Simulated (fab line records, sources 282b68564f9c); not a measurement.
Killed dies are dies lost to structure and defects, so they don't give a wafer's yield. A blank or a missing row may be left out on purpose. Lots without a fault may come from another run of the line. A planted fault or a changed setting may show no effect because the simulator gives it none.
A struck lot beside a sound one | flow rit_cmos | 22 steps out of a route of 202
Sound: wafers L942.2, L942.3, L942.4. Struck: wafers L954.3, L954.5, L954.6. The cause comes at the end.
At each step with rows: each side's tool, then ch and its chambers, then its first start. Under that, the readings that differ: sound wafers | struck wafers | difference of the means | sigmas: that difference in standard deviations of wafers without a fault.
alike: readings whose means differ by less than 2 such deviations, and words and numbers that are the same on both sides. not compared: withheld readings, readings that some wafer has no value for, bounds like >300 that may hide the same value, and numbers for which the record gives no deviation and whose values overlap.
The two part at a step that has a row with sigmas, a row that says differs or no value, or rows on one side only. Numbers that don't overlap but have no deviation are shown without sigmas and don't part them. A reading that every wafer of one side lacks parts them only if that side has two wafers or more.

first, 4 steps without rows for these wafers: RIT_GATE_CLEAN_01 (cleans in SC1, time 600 s); RIT_GATE_CLEAN_02 (cleans in dHF, time 30 s); RIT_GATE_CLEAN_03 (cleans in SC2, time 600 s); RIT_GATE_CLEAN_04 (cleans in dHF, time 60 s).
RIT_FOX2_THK_MEAS_91:
  sound on film_metro-04, day 2 10:05; struck on film_metro-01, day 5 00:40
  alike: FIELD_OXIDE_LEFT_2_THK
then, 2 steps without rows for these wafers: RIT_GATE_OXIDATION_05 (target thk 3 nm, ox time 270 s); RIT_GATE_ANNEAL_06 (time 600 s).
RIT_GATE_THK_MEAS_07:
  sound on film_metro-04, day 2 11:29; struck on film_metro-01, day 5 02:26
  alike: GATE_OXIDE_THK
then, 1 step without rows for these wafers: RIT_GATE_CVD_08 (deposits poly-Si from SiH4, target thk 250 nm, time 2220 s).
RIT_GATE_THK_MEAS_09:
  sound on film_metro-02, day 2 13:09; struck on film_metro-01, day 5 04:24
  alike: GATE_POLY_THK
then, 2 steps without rows for these wafers: RIT_GATE_HMDS_10 (prime time 60 s); RIT_GATE_COAT_11 (resist thk 850 nm).
RIT_GATE_SOFTBAKE_12: time 60 s.
  sound on litho_track-02 ch 0, day 2 13:37; struck on litho_track-04 ch 0, day 5 04:47
  reading                  | sound             | struck            | difference | sigmas
  heater_power_total_W (W) | 34.65 34.59 34.59 | 47.11 47.12 47.00 | +12.47     | +99 or more
  run_length_s (s)         | 89.31 89.17 89.18 | 48.05 48.25 48.09 | -41.09     | -99 or more
then, 2 steps without rows for these wafers: RIT_GATE_EXPOSE_13 (exposes mask M6, target cd 150 nm); RIT_GATE_PEB_14.
RIT_GATE_DEVELOP_15: develop time 50 s.
  sound on litho_track-04 ch 0; struck on litho_track-04 ch 0
  reading                                   | sound             | struck          | difference | sigmas
  model.NOVOLAK_of_GATE_COAT_11.thk_nm (nm) | 848.9 852.7 849.8 | 875.3 874 874.7 | +24.2      |
RIT_GATE_CD_MEAS_16: target cd 150 nm.
  sound on cd_sem-01, day 2 14:09; struck on cd_sem-02, day 5 05:20
  alike: cd_nm
RIT_GATE_OVL_MEAS_17:
  sound on overlay-01, day 2 14:16; struck on overlay-01, day 5 05:25
  alike: GATE_OVL
then, 1 step without rows for these wafers: RIT_GATE_HARDBAKE_18 (time 60 s).
RIT_GATE_ETCH_19: etches poly-Si in SF6/CHF3/O2, stops on SiO2, time 165 s, target depth 312.5 nm.
  sound on rie_si-01 ch 0,2,3, day 2 14:26; struck on rie_si-01 ch 2,3, day 5 05:36
  alike: O2_flow_sccm, SF6_flow_sccm, drypump_motor_current_A, he_backside_leak_sccm, oes_product_au, throttle_valve_pct
  not compared: rf_hours_counter_h, model.GATE.cd_nm
RIT_GATE_STRIP_20: strips in O2, time 180 s.
  sound on plasma_asher-01 ch 0,1, day 2 14:32; struck on plasma_asher-04 ch 0,1, day 5 05:46
  alike: drypump_motor_current_A, o2_flow_sccm
  not compared: rf_hours_counter_h
RIT_M1_PROBE_99:
  sound on prober-01, day 3 11:01; struck on prober-01, day 6 02:31
  reading                              | sound             | struck          | difference | sigmas
  model.etest.ppoly_line.line_ohm_um   | 158.8 150.9 154.1 | 160.9 164 164.9 | +8.7       |
  model.etest.ppoly_line.width_nm (nm) | 105 107.3 106.6   | 103 102 100.5   | -4         |
  model.etest.npoly_line.width_nm (nm) | 104.2 106.5 106.5 | 101.7 101 99.33 | -5.1       |
  alike: killed_at_contacts, killed_at_front_end, killed_dies, killed_on_rim, killed_open, killed_short

WHERE THEY PART
Only at RIT_GATE_SOFTBAKE_12, within this record. Later steps at which nothing parts them and some readings are alike: RIT_GATE_CD_MEAS_16, RIT_GATE_OVL_MEAS_17, RIT_GATE_ETCH_19, RIT_GATE_STRIP_20, RIT_M1_PROBE_99.

WHY: what the simulator had put in
Process parameter drift: litho_track-04, from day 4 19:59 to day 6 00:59, at RIT_GATE_SOFTBAKE_12. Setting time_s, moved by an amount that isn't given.
